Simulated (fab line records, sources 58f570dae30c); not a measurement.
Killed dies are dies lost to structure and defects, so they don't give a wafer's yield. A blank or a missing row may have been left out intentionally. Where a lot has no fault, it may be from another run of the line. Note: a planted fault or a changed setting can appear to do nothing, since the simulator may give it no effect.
The tool behind it: which one? + flow berkeleyCmos170 + 42 wafers from 14 lots sampled at 5 of the route's 331 steps

WHAT EACH GAUGE READ, for each wafer
UCB170_PSD_CD_MEAS_06: the cd target is 1200 nm.
| lot  | measured     | on       | cdNm (nm)            |
|------|--------------|----------|----------------------|
| L514 | day 7 21:13  | cdSem-01 | 1199.6 1198.0 1201.6 |
| L513 | day 7 21:29  | cdSem-01 | 1200.8 1201.1 1200.1 |
| L515 | day 8 21:52  | cdSem-01 | 1196.6 1195.3 1195.1 |
| L520 | day 8 22:08  | cdSem-01 | 1201.6 1202.7 1202.4 |
| L519 | day 8 22:13  | cdSem-02 | 1199.2 1200.0 1199.5 |
| L523 | day 9 14:22  | cdSem-02 | 1201.2 1202.3 1200.2 |
| L525 | day 10 06:49 | cdSem-01 | 1199.6 1201.0 1200.8 |
| L527 | day 10 06:52 | cdSem-02 | 1200.8 1201.0 1200.5 |
| L529 | day 10 16:20 | cdSem-01 | 1200.9 1200.2 1202.1 |
| L528 | day 10 16:43 | cdSem-02 | 1199.1 1201.2 1201.7 |
| L530 | day 11 09:31 | cdSem-01 | 1198.4 1198.3 1198.1 |
| L533 | day 11 21:48 | cdSem-01 | 1198.6 1199.3 1198.4 |
| L531 | day 11 21:59 | cdSem-01 | 1201.6 1200.7 1201.5 |
| L536 | day 11 22:17 | cdSem-01 | 1200.6 1199.1 1199.0 |

UCB170_CONTACT_CD_MEAS_90: the cd target is 700 nm.
| lot  | measured     | on       | cdNm (nm)         |
|------|--------------|----------|-------------------|
| L514 | day 8 07:52  | cdSem-02 | 696.7 700.4 698.1 |
| L513 | day 8 08:25  | cdSem-02 | 697.3 698.3 699.0 |
| L515 | day 9 12:30  | cdSem-01 | 694.2 696.9 695.7 |
| L520 | day 9 09:25  | cdSem-02 | 702.5 700.9 700.5 |
| L519 | day 9 12:10  | cdSem-02 | 696.9 699.9 702.1 |
| L523 | day 10 03:29 | cdSem-01 | 700.6 701.2 699.3 |
| L525 | day 10 16:34 | cdSem-02 | 700.3 701.1 700.7 |
| L527 | day 10 16:37 | cdSem-01 | 700.0 699.4 700.9 |
| L529 | day 11 01:31 | cdSem-02 | 697.0 696.9 700.1 |
| L528 | day 11 03:20 | cdSem-02 | 701.1 700.2 701.1 |
| L530 | day 11 19:26 | cdSem-02 | 699.9 698.4 698.8 |
| L533 | day 12 07:37 | cdSem-01 | 698.5 698.0 698.9 |
| L531 | day 12 08:04 | cdSem-02 | 700.3 699.3 699.5 |
| L536 | day 12 07:52 | cdSem-02 | 699.5 701.4 703.2 |

UCB170_V2_BOW_MEAS_03.
| lot  | measured     | on           | V2_BOW (um) |
|------|--------------|--------------|-------------|
| L514 | day 8 18:46  | filmMetro-04 | 39 45 36    |
| L513 | day 8 21:35  | filmMetro-02 | 29 40 29    |
| L515 | day 10 02:38 | filmMetro-03 | 42 43 39    |
| L520 | day 9 18:26  | filmMetro-03 | 46 27 46    |
| L519 | day 9 23:29  | filmMetro-02 | 36 38 42    |
| L523 | day 10 15:01 | filmMetro-04 | 41 38 33    |
| L525 | day 11 03:07 | filmMetro-02 | 44 30 42    |
| L527 | day 11 04:26 | filmMetro-04 | 30 34 47    |
| L529 | day 11 12:16 | filmMetro-02 | 38 33 30    |
| L528 | day 11 14:22 | filmMetro-04 | 40 39 27    |
| L530 | day 12 05:13 | filmMetro-02 | 36 39 53    |
| L533 | day 12 18:49 | filmMetro-03 | 44 29 26    |
| L531 | day 12 19:39 | filmMetro-03 | 32 42 46    |
| L536 | day 12 18:32 | filmMetro-02 | 40 38 41    |

WHICH TOOL RAN EACH LOT (tool, then ch and the chambers of the sampled wafers, then the start)
| lot  | UCB170_M2_COAT_05                | UCB170_M2_STRIP_07                  |
|------|----------------------------------|-------------------------------------|
| L514 | lithoTrack-01 ch 0, day 8 15:43  | plasmaAsher-02 ch 0,1, day 8 16:01  |
| L513 | lithoTrack-02 ch 0, day 8 18:24  | plasmaAsher-04 ch 0,1, day 8 18:42  |
| L515 | lithoTrack-02 ch 0, day 9 22:11  | plasmaAsher-03 ch 0,1, day 9 22:28  |
| L520 | lithoTrack-01 ch 0, day 9 15:43  | plasmaAsher-02 ch 0,1, day 9 15:58  |
| L519 | lithoTrack-03 ch 0, day 9 19:34  | plasmaAsher-04 ch 0,1, day 9 19:52  |
| L523 | lithoTrack-02 ch 0, day 10 12:21 | plasmaAsher-04 ch 0,1, day 10 12:39 |
| L525 | lithoTrack-01 ch 0, day 11 00:03 | plasmaAsher-02 ch 0,1, day 11 00:21 |
| L527 | lithoTrack-01 ch 0, day 11 01:46 | plasmaAsher-04 ch 0,1, day 11 02:04 |
| L529 | lithoTrack-03 ch 0, day 11 09:02 | plasmaAsher-03 ch 0,1, day 11 09:20 |
| L528 | lithoTrack-02 ch 0, day 11 10:08 | plasmaAsher-03 ch 0,1, day 11 10:25 |
| L530 | lithoTrack-02 ch 0, day 12 02:40 | plasmaAsher-04 ch 0,1, day 12 02:58 |
| L533 | lithoTrack-02 ch 0, day 12 15:39 | plasmaAsher-03 ch 0,1, day 12 15:56 |
| L531 | lithoTrack-03 ch 0, day 12 15:58 | plasmaAsher-04 ch 0,1, day 12 16:16 |
| L536 | lithoTrack-03 ch 0, day 12 15:17 | plasmaAsher-04 ch 0,1, day 12 15:34 |
- UCB170_M2_COAT_05: resist thk 900 nm.
- UCB170_M2_STRIP_07: strips in O2.

WHAT THE TOOLS THEMSELVES READ (means of the sampled wafers that have a number; where no wafer has one, the mark that the record gives instead)
UCB170_M2_COAT_05.
| lot  | tool          | resistLineTempC (C) | spinSpeedRpm (rpm) |
|------|---------------|---------------------|--------------------|
| L514 | lithoTrack-01 | 22.99               | 1499.4             |
| L513 | lithoTrack-02 | 22.98               | 1499.0             |
| L515 | lithoTrack-02 | 23.01               | 1499.4             |
| L520 | lithoTrack-01 | 23.03               | 1500.4             |
| L519 | lithoTrack-03 | 22.98               | 1500.2             |
| L523 | lithoTrack-02 | 22.96               | 1499.4             |
| L525 | lithoTrack-01 | 22.97               | 1457.2             |
| L527 | lithoTrack-01 | 23.04               | 1458.0             |
| L529 | lithoTrack-03 | 22.95               | 1501.4             |
| L528 | lithoTrack-02 | 23.05               | 1499.8             |
| L530 | lithoTrack-02 | 22.94               | 1499.5             |
| L533 | lithoTrack-02 | 22.94               | 1500.4             |
| L531 | lithoTrack-03 | 23.11               | 1499.9             |
| L536 | lithoTrack-03 | 23.02               | 1500.4             |

UCB170_M2_STRIP_07.
| lot  | tool           | drypumpMotorCurrentA (A) | oesProductAu (a.u.) | stripTimeToEndpointS (s) |
|------|----------------|--------------------------|---------------------|--------------------------|
| L514 | plasmaAsher-02 | 6.0                      | 0.730               | 21.93                    |
| L513 | plasmaAsher-04 | 5.5                      | 0.736               | 21.90                    |
| L515 | plasmaAsher-03 | 5.3                      | 0.742               | 21.99                    |
| L520 | plasmaAsher-02 | 6.2                      | 0.732               | 21.89                    |
| L519 | plasmaAsher-04 | 5.4                      | 0.734               | 22.06                    |
| L523 | plasmaAsher-04 | 5.4                      | 0.735               | 21.90                    |
| L525 | plasmaAsher-02 | 6.0                      | 0.737               | 22.29                    |
| L527 | plasmaAsher-04 | 5.4                      | 0.734               | 22.28                    |
| L529 | plasmaAsher-03 | 5.4                      | 0.737               | 21.89                    |
| L528 | plasmaAsher-03 | 5.4                      | 0.733               | 21.95                    |
| L530 | plasmaAsher-04 | 5.4                      | 0.730               | 21.90                    |
| L533 | plasmaAsher-03 | 5.4                      | 0.736               | 21.93                    |
| L531 | plasmaAsher-04 | 5.4                      | 0.736               | 22.06                    |
| L536 | plasmaAsher-04 | 5.4                      | 0.731               | 21.82                    |

THE ANSWER, worked out from the rows above alone
Rule: usual is defined by the lots themselves. The widest of any qualifying gaps counts: lots, ordered by their means at a reading, are off when they make up no more than a third of the lots, leave a main group of 4 or more, and stand apart from it by 3 or more times the standard deviation of that group's means. A main group whose means are all the same, to the digits that the tables above print for the reading, isn't used. A lot without any number at a reading at which 4 lots or more have one is off too. The other lots that the step has rows for count as sound. After the gauges, taken in route order, come the tools' own readings; for these a lot's mean is taken, as printed above. The first step at which some lot is off is used, and at that step the reading that is off furthest; a lot without a number counts as furthest.
Off, at UCB170_M2_COAT_05 on spinSpeedRpm: L525, L527. Main group: mean 1499.9 rpm, sd 0.63.
A tool fits if, at that step or a process step before it, it ran every lot that is off, and no sound lot after the first of them. One fits: UCB170_M2_COAT_05 on lithoTrack-01. A fault onset in the window from L520 (day 9 15:43, its last sound lot) to L525 (day 11 00:03, its first lot off) fits.
On the lots that are off, the tool's own readings at UCB170_M2_COAT_05 differ by more than 5 times the standard deviation of the sound lots' means, which bears it out; spinSpeedRpm reads 1457.6 rpm there versus 1499.9 rpm on the sound lots.

WHAT THE SIMULATOR HAD INSERTED
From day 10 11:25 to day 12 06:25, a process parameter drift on lithoTrack-01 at UCB170_M2_COAT_05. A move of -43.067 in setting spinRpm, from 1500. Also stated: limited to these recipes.
Shown lots that were struck: L525, L527. The same result came from the rule above.
